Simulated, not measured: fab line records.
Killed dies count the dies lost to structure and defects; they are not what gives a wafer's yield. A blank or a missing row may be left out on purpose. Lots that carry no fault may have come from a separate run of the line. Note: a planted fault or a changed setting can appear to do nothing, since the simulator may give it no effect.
Comparing a struck lot with a sound one ; flow rit_cmos ; 32 out of 202 route steps
Sound: these wafers, L694.3, L694.5, L694.6. Wafers L703.1, L703.3, L703.6 were the ones struck. Last of all comes the cause.
For every step that has rows: the tool of each side, followed by ch and its chambers, followed by its first start. Under that, the readings that differ: sound wafers ; struck wafers ; difference of the means ; sigmas: that difference in standard deviations of wafers without a fault.
alike: words and numbers the same on both sides, and readings whose means are apart by under 2 such deviations; not compared: readings that were withheld, readings missing a value for some wafer, numbers with overlapping values and no deviation given by the record, and bounds like >300 which may hide the same value.
Wherever a step has rows on one side only, a row that says differs or no value, or a row with sigmas, the two part there. Numbers that have no deviation but don't overlap get no sigmas and don't part them. Lack of a reading on every wafer of one side parts them only where that side has two or more wafers.

RIT_ACTIVE_BOW_MEAS_00:
  sound: film_metro-01 at day 1 15:02; struck: film_metro-04 at day 3 12:00
  alike: INCOMING_BOW
RIT_ACTIVE_OXIDATION_01: target thk 46.8 nm, ox time 3360 s.
  sound on furnace-03 ch 0, day 1 15:07; struck on furnace-01 ch 0, day 3 12:12
  alike: tube_center_temp_C_max
RIT_ACTIVE_THK_MEAS_02:
  sound: film_metro-02 at day 1 17:04; struck: film_metro-01 at day 3 14:08
  alike: ACTIVE_OXIDE_THK
then, 1 step without rows for these wafers: RIT_ACTIVE_CVD_03 (deposits Si3N4 from SiH2Cl2/NH3, target thk 150 nm, time 1500 s).
RIT_ACTIVE_THK_MEAS_04:
  sound: film_metro-04 at day 1 18:33; struck: film_metro-04 at day 3 15:37
  alike: ACTIVE_NITRIDE_THK
then, 6 steps without rows for these wafers: RIT_ACTIVE_HMDS_05 (prime time 60 s); RIT_ACTIVE_COAT_06 (resist thk 1009 nm); RIT_ACTIVE_SOFTBAKE_07 (time 60 s); RIT_ACTIVE_EXPOSE_08 (exposes mask M1, target cd 1400 nm); RIT_ACTIVE_PEB_09; RIT_ACTIVE_DEVELOP_10 (develop time 50 s).
RIT_ACTIVE_CD_MEAS_11: target cd 1400 nm.
  sound: cd_sem-02 at day 1 19:29; struck: cd_sem-02 at day 3 16:31
  alike: cd_nm
then, 1 step without rows for these wafers: RIT_ACTIVE_HARDBAKE_12 (time 60 s).
RIT_ACTIVE_ETCH_13: etches Si3N4 in SF6, stops on SiO2, time 210 s, target depth 210 nm.
  sound on rie_diel-03 ch 0,3, day 1 19:43; struck on rie_diel-01 ch 1,3, day 3 16:47
  alike: drypump_motor_current_A, oes_product_au, throttle_valve_pct
  not compared: rf_hours_counter_h
RIT_ACTIVE_STRIP_14: strips in O2, time 180 s.
  sound on plasma_asher-01 ch 0,1, day 1 19:54; struck on plasma_asher-01 ch 0,1, day 3 16:56
  alike: drypump_motor_current_A
  not compared: rf_hours_counter_h
RIT_ACTIVE_CD_MEAS_90: target cd 1400 nm.
  sound: cd_sem-01 at day 1 20:04; struck: cd_sem-01 at day 3 17:06
  alike: cd_nm
then, 4 steps without rows for these wafers: RIT_ACTIVE_CLEAN_15 (cleans in SC1, time 600 s); RIT_ACTIVE_CLEAN_16 (cleans in dHF, time 30 s); RIT_ACTIVE_CLEAN_17 (cleans in SC2, time 600 s); RIT_FOX1_OXIDATION_00 (target thk 350.7 nm, ox time 1130 s).
RIT_FOX1_THK_MEAS_01:
  sound: film_metro-04 at day 1 21:52; struck: film_metro-04 at day 3 19:34
  alike: FOX1_OXIDE_THK
then, 2 steps without rows for these wafers: RIT_FOX1_WET_ETCH_02 (etches SiO2 in BOE, target depth 350 nm, time 390 s); RIT_FOX2_OXIDATION_00 (target thk 350.7 nm, ox time 1130 s).
RIT_FOX2_THK_MEAS_01:
  sound: film_metro-03 at day 1 23:22; struck: film_metro-02 at day 3 21:16
  alike: FOX2_OXIDE_THK
then, 2 steps without rows for these wafers: RIT_FOX2_CLEAN_02 (cleans in dHF, time 180 s); RIT_FOX2_WET_ETCH_03 (etches Si3N4 in H3PO4, target depth 195 nm, time 2700 s).
RIT_FOX2_THK_MEAS_90:
  sound: film_metro-03 at day 2 00:15; struck: film_metro-03 at day 3 22:08
  alike: FIELD_OXIDE_LEFT_1_THK
then, 4 steps without rows for these wafers: RIT_NWELL_HMDS_00 (prime time 60 s); RIT_NWELL_COAT_01 (resist thk 1300 nm); RIT_NWELL_SOFTBAKE_02 (time 60 s); RIT_NWELL_EXPOSE_03 (exposes mask M2, target cd 43900 nm).
RIT_M1_PROBE_99:
  sound: prober-01 at day 3 14:38; struck: prober-01 at day 5 17:12
reading;sound;struck;difference;sigmas
model.etest.diode_nwell_sub.leak_log10_a_cm2;-7.487 -7.543 -7.383;-6.917 -6.977 -6.93;+0.530;
  alike: killed_at_contacts, killed_at_front_end, killed_dies, killed_open, killed_short

== WHERE THEY PART ==
Nowhere in this record.

WHY: what had been put in by the simulator
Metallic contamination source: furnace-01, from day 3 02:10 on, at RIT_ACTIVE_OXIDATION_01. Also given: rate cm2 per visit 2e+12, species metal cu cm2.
